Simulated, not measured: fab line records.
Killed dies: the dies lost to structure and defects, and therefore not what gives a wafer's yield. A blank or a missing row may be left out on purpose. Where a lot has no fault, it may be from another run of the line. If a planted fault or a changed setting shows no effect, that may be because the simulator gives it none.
Split-lot study / flow berkeley_cmos170 / 23 wafers read across 5 lots, on a route 331 steps long

== ON THE SPLIT ==
At UCB170_START_OXIDATION_02 (target thk 20 nm, ox time 1800 s), the setting temp_c was moved away from the recipe's 950 C on 15 of the 23 wafers read, by -2.5% to +0.9%. This setting was run at the recipe's value on the other wafers.

Split to reading: the file shows no intervening step.

== THE READING ==
START_OXIDE_THK, in nm, at UCB170_START_THK_MEAS_03. Typical for fault-free wafers on this fab line: 20.1 nm, with standard deviation 0.42 nm.

wafer=L075.1; tool, chamber at the split=furnace-04, 0; temp_c as run, C=950; against the recipe=recipe; START_OXIDE_THK, nm=20.0; against lot-mates on the recipe=-
wafer=L075.3; tool, chamber at the split=furnace-04, 0; temp_c as run, C=950; against the recipe=recipe; START_OXIDE_THK, nm=19.8; against lot-mates on the recipe=-
wafer=L075.6; tool, chamber at the split=furnace-04, 0; temp_c as run, C=950; against the recipe=recipe; START_OXIDE_THK, nm=19.8; against lot-mates on the recipe=-
wafer=L077.1; tool, chamber at the split=-, -; temp_c as run, C=950; against the recipe=recipe; START_OXIDE_THK, nm=19.1; against lot-mates on the recipe=-
wafer=L077.2; tool, chamber at the split=-, -; temp_c as run, C=950; against the recipe=recipe; START_OXIDE_THK, nm=19.2; against lot-mates on the recipe=-
wafer=L077.4; tool, chamber at the split=-, -; temp_c as run, C=950; against the recipe=recipe; START_OXIDE_THK, nm=19.5; against lot-mates on the recipe=-
wafer=L077.5; tool, chamber at the split=-, -; temp_c as run, C=950; against the recipe=recipe; START_OXIDE_THK, nm=19.3; against lot-mates on the recipe=-
wafer=L077.6; tool, chamber at the split=-, -; temp_c as run, C=950; against the recipe=recipe; START_OXIDE_THK, nm=18.9; against lot-mates on the recipe=-
wafer=L080.1; tool, chamber at the split=-, -; temp_c as run, C=958.9; against the recipe=+0.9%; START_OXIDE_THK, nm=22.0; against lot-mates on the recipe=no lot-mate on the recipe
wafer=L080.3; tool, chamber at the split=-, -; temp_c as run, C=958.9; against the recipe=+0.9%; START_OXIDE_THK, nm=22.6; against lot-mates on the recipe=no lot-mate on the recipe
wafer=L080.4; tool, chamber at the split=-, -; temp_c as run, C=958.9; against the recipe=+0.9%; START_OXIDE_THK, nm=21.9; against lot-mates on the recipe=no lot-mate on the recipe
wafer=L080.5; tool, chamber at the split=-, -; temp_c as run, C=958.9; against the recipe=+0.9%; START_OXIDE_THK, nm=22.1; against lot-mates on the recipe=no lot-mate on the recipe
wafer=L080.6; tool, chamber at the split=-, -; temp_c as run, C=958.9; against the recipe=+0.9%; START_OXIDE_THK, nm=22.4; against lot-mates on the recipe=no lot-mate on the recipe
wafer=L082.1; tool, chamber at the split=-, -; temp_c as run, C=942.6; against the recipe=-0.8%; START_OXIDE_THK, nm=18.7; against lot-mates on the recipe=no lot-mate on the recipe
wafer=L082.2; tool, chamber at the split=-, -; temp_c as run, C=942.6; against the recipe=-0.8%; START_OXIDE_THK, nm=18.6; against lot-mates on the recipe=no lot-mate on the recipe
wafer=L082.3; tool, chamber at the split=-, -; temp_c as run, C=942.6; against the recipe=-0.8%; START_OXIDE_THK, nm=18.8; against lot-mates on the recipe=no lot-mate on the recipe
wafer=L082.5; tool, chamber at the split=-, -; temp_c as run, C=942.6; against the recipe=-0.8%; START_OXIDE_THK, nm=18.6; against lot-mates on the recipe=no lot-mate on the recipe
wafer=L082.6; tool, chamber at the split=-, -; temp_c as run, C=942.6; against the recipe=-0.8%; START_OXIDE_THK, nm=18.9; against lot-mates on the recipe=no lot-mate on the recipe
wafer=L084.1; tool, chamber at the split=-, -; temp_c as run, C=926.1; against the recipe=-2.5%; START_OXIDE_THK, nm=15.7; against lot-mates on the recipe=no lot-mate on the recipe
wafer=L084.2; tool, chamber at the split=-, -; temp_c as run, C=926.1; against the recipe=-2.5%; START_OXIDE_THK, nm=15.6; against lot-mates on the recipe=no lot-mate on the recipe
wafer=L084.4; tool, chamber at the split=-, -; temp_c as run, C=926.1; against the recipe=-2.5%; START_OXIDE_THK, nm=16.1; against lot-mates on the recipe=no lot-mate on the recipe
wafer=L084.5; tool, chamber at the split=-, -; temp_c as run, C=926.1; against the recipe=-2.5%; START_OXIDE_THK, nm=15.7; against lot-mates on the recipe=no lot-mate on the recipe
wafer=L084.6; tool, chamber at the split=-, -; temp_c as run, C=926.1; against the recipe=-2.5%; START_OXIDE_THK, nm=15.8; against lot-mates on the recipe=no lot-mate on the recipe

THE FIT
A straight line over all 23 wafers: START_OXIDE_THK changes by +1.75 nm for each +1% of temp_c; r = +0.97; the points scatter about the line by 0.53 nm.
Too few moved wafers have a lot-mate on the recipe to fit a line with each lot's own level taken away.

== THE WHOLE CHAIN: every reading that the file lists as answering this split, in the file's order ==
step=UCB170_START_OXIDATION_02; what it does=target thk 20 nm, ox time 1800 s; reading=SiO2_of_START_OXIDATION_02.thk_nm (the simulator's own value, which no gauge read); change (the file's fit)=+1.76 nm for each +1% of the setting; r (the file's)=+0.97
step=UCB170_START_THK_MEAS_03; what it does=; reading=START_OXIDE_THK; change (the file's fit)=+1.75 for each +1% of the setting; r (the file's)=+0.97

== THE FILE'S OWN FIT ==
START_OXIDE_THK changes by +1.75 nm for each +1% of temp_c, r = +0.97.
